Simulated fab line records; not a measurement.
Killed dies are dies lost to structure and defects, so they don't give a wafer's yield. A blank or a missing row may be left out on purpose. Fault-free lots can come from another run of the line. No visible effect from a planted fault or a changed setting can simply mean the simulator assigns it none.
Matching of chambers	flow berkeley_cmos170	4 sister chambers for UCB170_NWELL_ETCH_13 on rie_diel-04
The step etches Si3N4 in CH3F/Ar/O2, stops on SiO2, target depth 246.4 nm, time 154 s. 4 wafers are shown with their chamber, then 7 later ones without.

EACH WAFER AND ITS CHAMBER
wafer	chamber	drypump_motor_current_A (A)
L822.2	2	6.1
L822.6	0	5.1
L824.1	3	5.2
L824.2	1	5.5

WAFERS WITH NO CHAMBER GIVEN
wafer	drypump_motor_current_A (A)
L824.6	5.1
L830.1	5.2
L830.2	6.1
L830.5	5.1
L833.2	5.6
L833.4	6.1
L833.5	5.2

WHICH CHAMBER EACH ONE RAN IN
wafer	from the rows above	in truth
L824.6	0	0
L830.1	3	3
L830.2	2	2
L830.5	0	0
L833.2	1	1
L833.4	2	2
L833.5	3	3
7 of 7 placed correctly. From these rows, 0 cannot be placed. Placed wrongly: 0.
How it was worked out, from the rows above alone: a wafer's distance from a chamber is the root of the sum, over the readings, of the square of ((its reading less the chamber's mean) divided by the reading's scatter). The wafer belongs to the nearest chamber; if the next one is less than 2 further off, it can't be placed. Each chamber's mean is taken over the wafers shown for it. The scatter (one wafer shown for each chamber): square how far every hidden wafer sits from the nearest shown wafer, average those squares and take the square root.
